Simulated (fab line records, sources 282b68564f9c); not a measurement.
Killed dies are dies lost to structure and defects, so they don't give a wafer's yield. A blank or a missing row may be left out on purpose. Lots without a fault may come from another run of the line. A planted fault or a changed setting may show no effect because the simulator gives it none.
fab line records | flow rit_cmos
record lots=5 wafers=23
route steps=202 shown GATE@89 NSD@139 SILICIDE@162 CONTACT@171
start_h: hours from the record's first day to the start of the lot's first wafer shown | wait_h: hours since the lot's step before | " the same as in the row above | L1.1+2: a row that stands for several wafers | - no value, or no start given | * or withheld: withheld | < > ~ a bound
route shown NAME@n: a module of which the file shows steps, and the number in the route of the first | usual: mean/standard deviation of fault-free wafers | same: alike in all rows | chamber/n: place in a boat | sites: the reading at each site | _std_site: their standard deviation | _edge_site: outer sites' mean less inner sites' | radius_mm: how far each site lies from the wafer's centre | mask NAME#n: copy n | behind: the tool/chamber that last shaped the wafer | hold: why the lot was held/for how many hours/how that ended | device: the transistor (n, p or np) that didn't switch | end of line: the same wafers' tests at the end of the route | a step without rows: its recipe alone | killed: dies lost to structure and defects at the first sort, not the wafer's yield | map: a wafer's dies, x killed, . not, _ none there
set.NAME: the setting as run; set.NAME@STEP: as run at that earlier step | model.NAME: the simulator's own value behind a step, which no gauge read
lots whose settings were changed on purpose; a table a step, a row a wafer
## steps
# step RIT_GATE_EXPOSE_13
# recipe mask_id=M6 na=0.6 source_shape=conventional sigma_outer=0.6 target_cd_nm=150 dose_mj=380
# columns lot.wafer tool chamber start_h wait_h mask set.dose_mj
L075.1+2+4+5+6 iline_stepper-02 0 50.19 0.1 M6#0 380
L076.2+3+6 iline_stepper-02 0 60.75 0.1 M6#0 404
L076.4+5 " 0 " " M6#0 380
L080.1+2+3+4+5 iline_stepper-02 0 91.80 0.4 M6#0 380
L082.1+3+6 iline_stepper-02 0 102.52 0.1 M6#0 380
L084.1+3 iline_stepper-02 0 111.05 0.1 M6#0 351.5
L084.2+5+6 " 0 " " M6#0 380
# step RIT_GATE_PEB_14
# recipe resist=NOVOLAK temp_c=withheld time_s=withheld
# step RIT_GATE_DEVELOP_15
# recipe resist=NOVOLAK develop_time_s=51.63 dev_temp_c=23
# columns lot.wafer tool chamber start_h wait_h set.dose_mj@GATE_EXPOSE_13 model.GATE.cd_nm
L075.1 litho_track-03 0 - - 380 146.5
L075.2 " 0 " " 380 146.7
L075.4 " 0 " " 380 147.2
L075.5 " 0 " " 380 146.8
L075.6 " 0 " " 380 147.4
L076.2 litho_track-01 0 - - 404 116.2
L076.3 " 0 " " 404 117.8
L076.4 " 0 " " 380 149.2
L076.5 " 0 " " 380 147.6
L076.6 " 0 " " 404 116.8
L080.1 litho_track-04 0 - - 380 152.3
L080.2 " 0 " " 380 149.7
L080.3 " 0 " " 380 149.5
L080.4 " 0 " " 380 153.3
L080.5 " 0 " " 380 148.2
L082.1 litho_track-01 0 - - 380 151.9
L082.3 " 0 " " 380 152.2
L082.6 " 0 " " 380 149.9
L084.1+3 litho_track-03 0 - - 351.5 189.8
L084.2 " 0 " " 380 150.9
L084.5 " 0 " " 380 153.3
L084.6 " 0 " " 380 151.8
# step RIT_GATE_CD_MEAS_16
# recipe target_cd_nm=150
# usual cd_nm=149.9/2.5
# columns lot.wafer tool chamber start_h wait_h set.dose_mj@GATE_EXPOSE_13 cd_nm
L075.1 cd_sem-02 - 50.59 - 380 146.4
L075.2 " - " " 380 147.1
L075.4 " - " " 380 146.9
L075.5 " - " " 380 147.2
L075.6 " - " " 380 147.5
L076.2 cd_sem-01 - 61.15 - 404 116.1
L076.3 " - " " 404 117.8
L076.4 " - " " 380 149.4
L076.5 " - " " 380 147.8
L076.6 " - " " 404 116.7
L080.1 cd_sem-01 - 92.20 - 380 152.5
L080.2 " - " " 380 149.5
L080.3 " - " " 380 149.9
L080.4 " - " " 380 153.2
L080.5 " - " " 380 148.1
L082.1 cd_sem-02 - 102.97 - 380 152.0
L082.3 " - " " 380 152.3
L082.6 " - " " 380 149.8
L084.1 cd_sem-01 - 111.66 - 351.5 189.8
L084.2 " - " " 380 150.9
L084.3 " - " " 351.5 189.7
L084.5 " - " " 380 153.1
L084.6 " - " " 380 151.8
# step RIT_GATE_HARDBAKE_18
# recipe resist=NOVOLAK temp_c=140 time_s=60
# columns lot.wafer tool chamber start_h wait_h set.spin_rpm@GATE_COAT_11 model.NOVOLAK_of_GATE_COAT_11.thk_nm
L075.1 litho_track-04 0 50.75 0.0 4250 755.9
L075.2 " 0 " " 4250 756.2
L075.4 " 0 " " 4250 755.1
L075.5 " 0 " " 4250 754.1
L075.6 " 0 " " 4250 753.8
L076.2 litho_track-01 0 61.31 0.0 4401 739.3
L076.3 " 0 " " 4250 752.1
L076.4 " 0 " " 4401 739.5
L076.5 " 0 " " 4401 738.9
L076.6 " 0 " " 4250 749.3
L080.1 litho_track-04 0 92.36 0.0 4077 770.9
L080.2 " 0 " " 4077 768
L080.3 " 0 " " 4250 753.2
L080.4 " 0 " " 4077 769.3
L080.5 " 0 " " 4250 754.3
L082.1 litho_track-04 0 103.12 0.0 4250 754.7
L082.3 " 0 " " 4250 753.5
L082.6 " 0 " " 4250 753.7
L084.1 litho_track-03 0 111.82 0.0 4402 741.8
L084.2 " 0 " " 4250 752.2
L084.3 " 0 " " 4402 739
L084.5 " 0 " " 4250 754
L084.6 " 0 " " 4402 741.3
# step RIT_GATE_ETCH_19
# recipe chemistry=SF6/CHF3/O2 time_s=165 SF6_flow_sccm=30 CHF3_flow_sccm=30 O2_flow_sccm=5 target=poly-Si pressure_mtorr=40 rf_w=160 target_depth_a=3125 over_etch_frac=0.25 stop_on=SiO2
# columns lot.wafer tool chamber start_h wait_h set.spin_rpm@GATE_COAT_11 model.NOVOLAK_of_GATE_COAT_11.thk_nm
L075.1 rie_si-01 0 50.90 0.1 4250 673.9
L075.2 " 1 " " 4250 676.5
L075.4 " 1 " " 4250 676.2
L075.5 " 3 " " 4250 669
L075.6 " 0 " " 4250 672.2
L076.2 rie_si-02 1 61.44 0.1 4401 658.7
L076.3 " 3 " " 4250 670.7
L076.4 " 0 " " 4401 657.1
L076.5 " 0 " " 4401 656.6
L076.6 " 1 " " 4250 668.5
L080.1 rie_si-02 1 92.51 0.1 4077 689.2
L080.2 " 2 " " 4077 689.1
L080.3 " 3 " " 4250 671.8
L080.4 " 0 " " 4077 686.3
L080.5 " 0 " " 4250 671.6
L082.1 rie_si-02 0 103.27 0.1 4250 672
L082.3 " 2 " " 4250 674.9
L082.6 " 0 " " 4250 670.7
L084.1 rie_si-01 1 111.97 0.1 4402 662.5
L084.2 " 2 " " 4250 668.9
L084.3 " 3 " " 4402 654.7
L084.5 " 2 " " 4250 671.4
L084.6 " 3 " " 4402 657.1
# step RIT_GATE_STRIP_20
# recipe chemistry=O2 time_s=180 resist=NOVOLAK platen_temp_c=withheld power_w=500 pressure_mtorr=4000 o2_flow_sccm=4000
# step RIT_GATE_CD_MEAS_90
# recipe target_cd_nm=150
# usual cd_nm=149.9/2.5
# columns lot.wafer tool chamber start_h wait_h set.dose_mj@GATE_EXPOSE_13 cd_nm
L075.1 cd_sem-02 - 51.18 0.1 380 146.4
L075.2 " - " " 380 146.9
L075.4 " - " " 380 147.2
L075.5 " - " " 380 146.5
L075.6 " - " " 380 147.5
L076.2 cd_sem-02 - 61.74 0.1 404 116.1
L076.3 " - " " 404 117.7
L076.4 " - " " 380 149.4
L076.5 " - " " 380 147.3
L076.6 " - " " 404 117.1
L080.1 cd_sem-02 - 92.79 0.1 380 152.5
L080.2 " - " " 380 150.2
L080.3 " - " " 380 149.6
L080.4 " - " " 380 153.1
L080.5 " - " " 380 147.9
L082.1 cd_sem-02 - 103.56 0.1 380 151.7
L082.3 " - " " 380 152.2
L082.6 " - " " 380 149.8
L084.1 cd_sem-01 - 112.25 0.1 351.5 189.5
L084.2 " - " " 380 151.0
L084.3 " - " " 351.5 189.4
L084.5 " - " " 380 153.5
L084.6 " - " " 380 152.0
# step RIT_NSD_IMPLANT_08
# recipe species=P energy_kev=25 dose_cm2=1e+15 tilt_deg=7
# columns lot.wafer tool chamber start_h wait_h set.energy_kev model.implant.rp_nm model.implant.drp_nm
L075.1+4+5 implanter-04 0 64.92 0.1 23.61 32 14.33
L075.2+6 " 0 " " 25 33.27 14.84
L076.2+5+6 implanter-03 0 75.77 0.1 25 32.4 14.84
L076.3+4 " 0 " " 25.74 33.04 15.1
L080.1+5 implanter-03 0 106.43 0.1 25 32.09 14.84
L080.2+3+4 " 0 " " 23.8 31.04 14.4
L082.1+3+6 implanter-01 0 114.76 0.1 25 32 14.84
L084.1+5+6 implanter-03 0 123.62 0.1 23.97 30.9 14.47
L084.2+3 " 0 " " 25 31.79 14.84
# step RIT_SILICIDE_SPUTTER_01
# recipe material=Ti target_thk_nm=30 power_w=350 chamber_pressure_pa=0.667 gas=Ar time_s=240 substrate_temp_c=25
# columns lot.wafer tool chamber start_h wait_h set.time_s model.Ti_of_SILICIDE_SPUTTER_01.thk_nm
L075.1 pvd_sputter-04 - 67.72 0.0 227.9 28.47
L075.2 " - " " 240 29.72
L075.4 " - " " 227.9 28.39
L075.5 " - " " 240 29.62
L075.6 " - " " 227.9 28.53
L076.2 pvd_sputter-03 - 78.49 0.0 240 29.54
L076.3+4 " - " " 240 29.52
L076.5+6 " - " " 240 29.41
L080.1 pvd_sputter-04 - 109.31 0.0 264.4 32.99
L080.2 " - " " 264.4 33.34
L080.3 " - " " 240 29.73
L080.4 " - " " 264.4 33.04
L080.5 " - " " 240 30.09
L082.1 pvd_sputter-04 - 117.50 0.0 240 29.72
L082.3 " - " " 240 30.11
L082.6 " - " " 240 29.86
L084.1 pvd_sputter-03 - 126.86 0.0 208 25.72
L084.2 " - " " 208 25.89
L084.3 " - " " 240 30.26
L084.5 " - " " 240 30.08
L084.6 " - " " 208 25.8
# step RIT_SILICIDE_RS_MEAS_02
# recipe thk_meas_gauge=four-point-probe reads=Ti_of_SILICIDE_SPUTTER_01
# usual SILICIDE_TI_RS=48.2/0.41
# columns lot.wafer tool chamber start_h wait_h set.time_s@SILICIDE_SPUTTER_01 SILICIDE_TI_RS[ohm/sq]
L075.1 film_metro-03 - 67.87 0.1 227.9 51.2
L075.2 " - " " 240 48.5
L075.4 " - " " 227.9 51.3
L075.5 " - " " 240 48.7
L075.6 " - " " 227.9 50.9
L076.2 film_metro-03 - 78.66 0.1 240 48.8
L076.3 " - " " 240 49.0
L076.4 " - " " 240 48.8
L076.5 " - " " 240 49.1
L076.6 " - " " 240 49.1
L080.1 film_metro-03 - 109.46 0.1 264.4 42.5
L080.2 " - " " 264.4 42.0
L080.3 " - " " 240 48.5
L080.4 " - " " 264.4 42.4
L080.5 " - " " 240 47.7
L082.1 film_metro-03 - 117.65 0.1 240 48.5
L082.3 " - " " 240 47.7
L082.6 " - " " 240 48.2
L084.1 film_metro-03 - 127.01 0.1 208 58.2
L084.2 " - " " 208 57.8
L084.3 " - " " 240 47.4
L084.5 " - " " 240 47.7
L084.6 " - " " 208 58.0
# step RIT_SILICIDE_THK_MEAS_03
# recipe thk_meas_gauge=xrf reads=Ti_of_SILICIDE_SPUTTER_01
# usual SILICIDE_TI_THK=29.99/0.21
# columns lot.wafer tool chamber start_h wait_h set.time_s@SILICIDE_SPUTTER_01 SILICIDE_TI_THK[nm]
L075.1 film_metro-03 - 67.99 0.1 227.9 28.66
L075.2 " - " " 240 29.79
L075.4 " - " " 227.9 28.52
L075.5 " - " " 240 29.62
L075.6 " - " " 227.9 28.67
L076.2 film_metro-03 - 78.77 0.1 240 29.67
L076.3 " - " " 240 29.64
L076.4 " - " " 240 29.67
L076.5 " - " " 240 29.55
L076.6 " - " " 240 29.62
L080.1 film_metro-03 - 109.58 0.1 264.4 33.08
L080.2 " - " " 264.4 33.47
L080.3 " - " " 240 29.82
L080.4 " - " " 264.4 33.33
L080.5 " - " " 240 30.33
L082.1 film_metro-03 - 117.77 0.1 240 29.84
L082.3 " - " " 240 30.19
L082.6 " - " " 240 29.96
L084.1 film_metro-03 - 127.13 0.1 208 25.81
L084.2 " - " " 208 25.91
L084.3 " - " " 240 30.32
L084.5 " - " " 240 30.08
L084.6 " - " " 208 25.87
# step RIT_CONTACT_COAT_03
# recipe resist=NOVOLAK spin_rpm=3250 resist_thk_nm=1000
# columns lot.wafer tool chamber start_h wait_h set.spin_rpm model.NOVOLAK_of_CONTACT_COAT_03.thk_nm
L075.1 litho_track-02 0 68.56 0.1 3101 1027
L075.2 " 0 " " 3250 1004
L075.4 " 0 " " 3250 998
L075.5 " 0 " " 3101 1025
L075.6 " 0 " " 3101 1022
L076.2 litho_track-01 0 79.28 0.1 3250 999.5
L076.3 " 0 " " 3250 998.4
L076.4 " 0 " " 3461 967.1
L076.5 " 0 " " 3461 967.3
L076.6 " 0 " " 3250 999
L080.1 litho_track-03 0 110.10 0.1 3250 1006
L080.2 " 0 " " 3056 1038
L080.3 " 0 " " 3056 1034
L080.4 " 0 " " 3250 1005
L080.5 " 0 " " 3056 1032
L082.1 litho_track-02 0 118.27 0.1 3250 1003
L082.3 " 0 " " 3250 1004
L082.6 " 0 " " 3250 1006
L084.1 litho_track-01 0 127.63 0.1 3250 1004
L084.2+6 " 0 " " 3250 1002
L084.3 " 0 " " 3250 1005
L084.5 " 0 " " 3250 1006
# step RIT_CONTACT_SOFTBAKE_04
# recipe resist=NOVOLAK temp_c=90 time_s=60
# step RIT_CONTACT_EXPOSE_05
# recipe mask_id=M11 na=0.6 source_shape=conventional sigma_outer=0.5 target_cd_nm=1000 dose_mj=250
# step RIT_CONTACT_HARDBAKE_10
# recipe resist=NOVOLAK temp_c=140 time_s=60
# columns lot.wafer tool chamber start_h wait_h set.spin_rpm@CONTACT_COAT_03 model.NOVOLAK_of_CONTACT_COAT_03.thk_nm
L075.1 litho_track-01 0 69.53 0.0 3101 906.5
L075.2 " 0 " " 3250 886.5
L075.4 " 0 " " 3250 881.6
L075.5 " 0 " " 3101 905.7
L075.6 " 0 " " 3101 903
L076.2 litho_track-01 0 80.25 0.0 3250 882.9
L076.3 " 0 " " 3250 882
L076.4 " 0 " " 3461 854.6
L076.5 " 0 " " 3461 854.7
L076.6 " 0 " " 3250 882.5
L080.1 litho_track-02 0 111.21 0.2 3250 888.8
L080.2 " 0 " " 3056 916.2
L080.3 " 0 " " 3056 913.3
L080.4 " 0 " " 3250 888
L080.5 " 0 " " 3056 911.2
L082.1 litho_track-02 0 119.24 0.0 3250 885.9
L082.3 " 0 " " 3250 886.5
L082.6 " 0 " " 3250 888.5
L084.1 litho_track-02 0 128.66 0.0 3250 887.2
L084.2 " 0 " " 3250 884.9
L084.3 " 0 " " 3250 888
L084.5 " 0 " " 3250 888.4
L084.6 " 0 " " 3250 885.5
# step RIT_CONTACT_ETCH_11
# recipe target_depth_a=4800 over_etch_frac=0.2 stop_on=TiSi2 chemistry=CHF3/CF4/Ar target=SiO2 CHF3_flow_sccm=50 cf4_flow_sccm=10 Ar_flow_sccm=100 O2_flow_sccm=5 pressure_mtorr=100 rf_w=200 time_s=320
# columns lot.wafer tool chamber start_h wait_h set.spin_rpm@CONTACT_COAT_03 model.NOVOLAK_of_CONTACT_COAT_03.thk_nm
L075.1 rie_diel-04 0 69.68 0.1 3101 794.5
L075.2 " 2 " " 3250 769.7
L075.4 " 3 " " 3250 764.4
L075.5 " 2 " " 3101 789
L075.6 " 1 " " 3101 788
L076.2 rie_diel-03 3 80.38 0.1 3250 769.8
L076.3 " 0 " " 3250 770.1
L076.4 " 2 " " 3461 738.8
L076.5 " 1 " " 3461 743.9
L076.6 " 0 " " 3250 770.4
L080.1 rie_diel-02 0 111.36 0.1 3250 774.1
L080.2 " 1 " " 3056 806.8
L080.3 " 2 " " 3056 798.3
L080.4 " 3 " " 3250 769.5
L080.5 " 1 " " 3056 800.6
L082.1 rie_diel-02 3 119.39 0.1 3250 768.2
L082.3 " 0 " " 3250 770.9
L082.6 " 0 " " 3250 772.9
L084.1 rie_diel-03 2 128.81 0.1 3250 771.1
L084.2 " 1 " " 3250 775.4
L084.3 " 3 " " 3250 775
L084.5 " 1 " " 3250 778.8
L084.6 " 2 " " 3250 769.8
## key
split step=RIT_GATE_EXPOSE_13 setting=dose_mj stated=380 by=wafer
response step=RIT_GATE_DEVELOP_15 reading=model.GATE.cd_nm change=-5.02 per=1% r=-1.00
response step=RIT_GATE_CD_MEAS_16 reading=cd_nm change=-5.03 per=1% r=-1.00
response step=RIT_GATE_CD_MEAS_90 reading=cd_nm change=-4.97 per=1% r=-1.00
split step=RIT_NSD_IMPLANT_08 setting=energy_kev stated=25 by=wafer
response step=RIT_NSD_IMPLANT_08 reading=model.implant.rp_nm change=+0.221 per=1% r=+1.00
response step=RIT_NSD_IMPLANT_08 reading=model.implant.drp_nm change=+0.0903 per=1% r=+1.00
split step=RIT_SILICIDE_SPUTTER_01 setting=time_s stated=240 by=wafer
response step=RIT_SILICIDE_SPUTTER_01 reading=model.Ti_of_SILICIDE_SPUTTER_01.thk_nm change=+0.317 per=1% r=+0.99
response step=RIT_SILICIDE_RS_MEAS_02 reading=SILICIDE_TI_RS change=-0.689 per=1% r=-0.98
response step=RIT_SILICIDE_THK_MEAS_03 reading=SILICIDE_TI_THK change=+0.313 per=1% r=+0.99
split step=RIT_CONTACT_COAT_03 setting=spin_rpm stated=3250 by=wafer
response step=RIT_CONTACT_COAT_03 reading=model.NOVOLAK_of_CONTACT_COAT_03.thk_nm change=-4.94 per=1% r=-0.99
response step=RIT_CONTACT_HARDBAKE_10 reading=model.NOVOLAK_of_CONTACT_COAT_03.thk_nm change=-4.32 per=1% r=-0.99
response step=RIT_CONTACT_ETCH_11 reading=model.NOVOLAK_of_CONTACT_COAT_03.thk_nm change=-4.8 per=1% r=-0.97
split outside_this_file step=RIT_GATE_COAT_11 setting=spin_rpm
# split outside_this_file: this setting was split too, and the file shows its column; the key of that split is in another file
